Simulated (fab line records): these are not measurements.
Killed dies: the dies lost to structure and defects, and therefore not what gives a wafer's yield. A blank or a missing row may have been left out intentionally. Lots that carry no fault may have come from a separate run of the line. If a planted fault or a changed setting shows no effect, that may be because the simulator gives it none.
Split-lot experiment | flow berkeleyCmos170 | 23 wafers read from 5 lots, route of 331 steps

THE SPLIT ITSELF
At UCB170_M2_METAL_ETCH_18 (etches Al in Cl2/BCl3, stops on SiO2, target depth 1170 nm, time 195 s), the setting biasW was moved away from the recipe's 120 W on 5 of the 23 wafers read, by -11.4% to +11.4%. All remaining wafers had this setting at the recipe value.

There is no step in the file separating the split from the reading.

THE READING
oesProductAu, in a.u., at UCB170_M2_STRIP_19 (strips in O2). Fault-free wafers of this fab line usually give 0.549 a.u., standard deviation 0.011 a.u.

wafer  | tool, chamber at the split | biasW as run, W | against the recipe | oesProductAu, a.u. | against lot-mates on the recipe
L076.3 | rieMetal-04, 0             | 120             | recipe             | 0.553              | -
L076.5 | rieMetal-04, 1             | 120             | recipe             | 0.539              | -
L076.6 | rieMetal-04, 0             | 120             | recipe             | 0.543              | -
L077.1 | rieMetal-02, 0             | 120             | recipe             | 0.536              | -
L077.2 | rieMetal-02, 1             | 120             | recipe             | 0.534              | -
L077.3 | rieMetal-02, 1             | 120             | recipe             | 0.528              | -
L077.5 | rieMetal-02, 0             | 120             | recipe             | 0.537              | -
L077.6 | rieMetal-02, 1             | 120             | recipe             | 0.530              | -
L078.1 | rieMetal-04, 1             | 120             | recipe             | 0.525              | -
L078.3 | rieMetal-04, 1             | 106.3           | -11.4%             | 0.571              | +0.033
L078.4 | rieMetal-04, 0             | 106.3           | -11.4%             | 0.571              | +0.033
L078.5 | rieMetal-04, 0             | 106.3           | -11.4%             | 0.575              | +0.037
L078.6 | rieMetal-04, 1             | 120             | recipe             | 0.550              | -
L080.1 | rieMetal-02, 1             | 120             | recipe             | 0.538              | -
L080.2 | rieMetal-02, 0             | 120             | recipe             | 0.538              | -
L080.3 | rieMetal-02, 0             | 120             | recipe             | 0.533              | -
L080.4 | rieMetal-02, 1             | 120             | recipe             | 0.542              | -
L080.5 | rieMetal-02, 1             | 120             | recipe             | 0.535              | -
L083.2 | rieMetal-04, 0             | 120             | recipe             | 0.568              | -
L083.3 | rieMetal-04, 0             | 133.7           | +11.4%             | 0.542              | -0.022
L083.4 | rieMetal-04, 1             | 120             | recipe             | 0.555              | -
L083.5 | rieMetal-04, 0             | 120             | recipe             | 0.569              | -
L083.6 | rieMetal-04, 1             | 133.7           | +11.4%             | 0.523              | -0.041

THE FIT
A straight line over all 23 wafers: oesProductAu changes by -0.00189 a.u. for each +1% of biasW; r = -0.64; the points scatter about the line by 0.013 a.u.
The same after taking each lot's own level away (the mean of its wafers on the recipe; 23 wafers): -0.00293 a.u. for each +1%; r = -0.93; scatter 0.0064 a.u.
The reading moves by 0.033 a.u. for the largest change in biasW, on that fit.
Measured against the standard deviation above, the lots' own levels, which go from 0.5330 to 0.5640 a.u., span 2.8 times it.
So the lot-to-lot level blurs the effect unless lot-mates are compared.
Check: for one of the wafers moved furthest among these (-11.4%), held out of the fit, the line's prediction against its lot-mates is +0.0339 a.u. It came out at +0.0335 a.u. against them.

THESE WAFERS: OTHER SPLITS
Other splits were also applied to these wafers ahead of the reading. Each is held against what the fit with the lots' levels taken away leaves over:
other split on the same wafers   | wafers away from the commonest value | r with oesProductAu (lot level and that fit taken away)
UCB170_M1_PEB_07 pebTempC        | 6                                    | -0.03
UCB170_M1_METAL_ETCH_12 timeS    | 8                                    | -0.03
UCB170_V1_CMP_02 leaveAboveRefNm | 10                                   | +0.15

THE WHOLE CHAIN: every reading that the file lists as answering this split, in the file's order
step                    | what it does                                                           | reading                                                                  | change (the file's fit)                   | r (the file's)
UCB170_M2_METAL_ETCH_18 | etches Al in Cl2/BCl3, stops on SiO2, target depth 1170 nm, time 195 s | KrF_of_M2_COAT_10.thkNm (the simulator's own value, which no gauge read) | -2.7 nm for each +1% of the setting       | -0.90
UCB170_M2_STRIP_19      | strips in O2                                                           | oesProductAu                                                             | -0.00291 a.u. for each +1% of the setting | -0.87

THE FILE'S OWN FIT
oesProductAu changes by -0.00291 a.u. for each +1% of biasW, r = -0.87.
